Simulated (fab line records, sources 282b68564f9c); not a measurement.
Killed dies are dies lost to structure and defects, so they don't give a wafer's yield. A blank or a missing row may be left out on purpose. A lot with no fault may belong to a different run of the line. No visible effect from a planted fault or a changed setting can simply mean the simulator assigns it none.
Check of tool commonality / flow rit cmos / 14 lots and 42 wafers in the sample

REASON FOR OPENING
At RIT_NRETRO_TW_MEAS_10 the reading NRETRO_TW is flagged on 2 of 14 lots. No-fault wafers: 1047, standard deviation 4.3.
Rule: a lot is flagged when every wafer of it that has a number lies more than 4 standard deviations from that mean, or none has a number. The rest of the lots are taken to be sound.

lot=L995; measured=day 2 11:05; on=film metro-02; NRETRO_TW, wafer by wafer=1046 1046 1046; flag=
lot=L996; measured=day 2 14:59; on=film metro-03; NRETRO_TW, wafer by wafer=1042 1048 1046; flag=
lot=L997; measured=day 2 17:08; on=film metro-04; NRETRO_TW, wafer by wafer=1048 1043 1049; flag=
lot=L998; measured=day 2 23:25; on=film metro-02; NRETRO_TW, wafer by wafer=1043 1042 1045; flag=
lot=L100; measured=day 3 09:07; on=film metro-03; NRETRO_TW, wafer by wafer=1043 1042 1043; flag=
lot=L101; measured=day 3 14:10; on=film metro-02; NRETRO_TW, wafer by wafer=1050 1057 1052; flag=
lot=L102; measured=day 3 19:07; on=film metro-03; NRETRO_TW, wafer by wafer=1041 1044 1041; flag=
lot=L104; measured=day 4 06:53; on=film metro-02; NRETRO_TW, wafer by wafer=30 30 30; flag=FLAGGED
lot=L105; measured=day 4 11:50; on=film metro-04; NRETRO_TW, wafer by wafer=30 30 30; flag=FLAGGED
lot=L110; measured=day 5 12:10; on=film metro-03; NRETRO_TW, wafer by wafer=1041 1048 1050; flag=
lot=L112; measured=day 5 23:59; on=film metro-03; NRETRO_TW, wafer by wafer=1048 1044 1050; flag=
lot=L113; measured=day 6 04:32; on=film metro-04; NRETRO_TW, wafer by wafer=1046 1048 1049; flag=
lot=L114; measured=day 6 07:22; on=film metro-02; NRETRO_TW, wafer by wafer=1054 1050 1052; flag=
lot=L115; measured=day 6 15:37; on=film metro-04; NRETRO_TW, wafer by wafer=1043 1047 1049; flag=
Averaged over the flagged lots the numbers come to 30, -1017 from the usual (-99 or more standard deviations).

WHICH TOOL EACH LOT WENT THROUGH
The record holds 1 process step before the reading, out of a route of 202 steps. Cell contents, in order: the tool; ch with the chambers the sampled wafers went through; the start.
lot=L995; flag=; RIT_PWELL_STRIP_09=plasma asher-04 ch 0,1, day 2 03:34
lot=L996; flag=; RIT_PWELL_STRIP_09=plasma asher-02 ch 0,1, day 2 06:53
lot=L997; flag=; RIT_PWELL_STRIP_09=plasma asher-01 ch 0,1, day 2 09:41
lot=L998; flag=; RIT_PWELL_STRIP_09=plasma asher-04 ch 0,1, day 2 16:22
lot=L100; flag=; RIT_PWELL_STRIP_09=plasma asher-04 ch 0,1, day 3 01:01
lot=L101; flag=; RIT_PWELL_STRIP_09=plasma asher-01 ch 0,1, day 3 05:58
lot=L102; flag=; RIT_PWELL_STRIP_09=plasma asher-02 ch 0,1, day 3 11:11
lot=L104; flag=FLAGGED; RIT_PWELL_STRIP_09=plasma asher-04 ch 0, day 3 22:36
lot=L105; flag=FLAGGED; RIT_PWELL_STRIP_09=plasma asher-02 ch 0,1, day 4 02:05
lot=L110; flag=; RIT_PWELL_STRIP_09=plasma asher-02 ch 0,1, day 5 03:39
lot=L112; flag=; RIT_PWELL_STRIP_09=plasma asher-04 ch 0,1, day 5 16:56
lot=L113; flag=; RIT_PWELL_STRIP_09=plasma asher-04 ch 0,1, day 5 18:58
lot=L114; flag=; RIT_PWELL_STRIP_09=plasma asher-02 ch 0,1, day 5 23:32
lot=L115; flag=; RIT_PWELL_STRIP_09=plasma asher-04 ch 0,1, day 6 07:59
What the steps here do:
- RIT_PWELL_STRIP_09: strips in O2, time 180 s.
- RIT_NRETRO_TW_MEAS_10

FLAGGED OVER TOTAL, TOOL BY TOOL (the gauges that took the reading come last)
step=RIT_PWELL_STRIP_09; tool=plasma asher-01; lots run=2; flagged=0; share of the flagged lots=none; sound lots run after its first flagged lot=-
step=RIT_PWELL_STRIP_09; tool=plasma asher-02; lots run=5; flagged=1; share of the flagged lots=some; sound lots run after its first flagged lot=2 (L110,L114)
step=RIT_PWELL_STRIP_09; tool=plasma asher-04; lots run=7; flagged=1; share of the flagged lots=some; sound lots run after its first flagged lot=3 (L112,L113,L115)
step=RIT_NRETRO_TW_MEAS_10; tool=film metro-02; lots run=5; flagged=1; share of the flagged lots=some; sound lots run after its first flagged lot=1 (L114)
step=RIT_NRETRO_TW_MEAS_10; tool=film metro-03; lots run=5; flagged=0; share of the flagged lots=none; sound lots run after its first flagged lot=-
step=RIT_NRETRO_TW_MEAS_10; tool=film metro-04; lots run=4; flagged=1; share of the flagged lots=some; sound lots run after its first flagged lot=2 (L113,L115)

THE TABLE: WHAT IT ALLOWS
No row of the table ran every flagged lot.

WHAT THE SIMULATOR HAD PUT IN
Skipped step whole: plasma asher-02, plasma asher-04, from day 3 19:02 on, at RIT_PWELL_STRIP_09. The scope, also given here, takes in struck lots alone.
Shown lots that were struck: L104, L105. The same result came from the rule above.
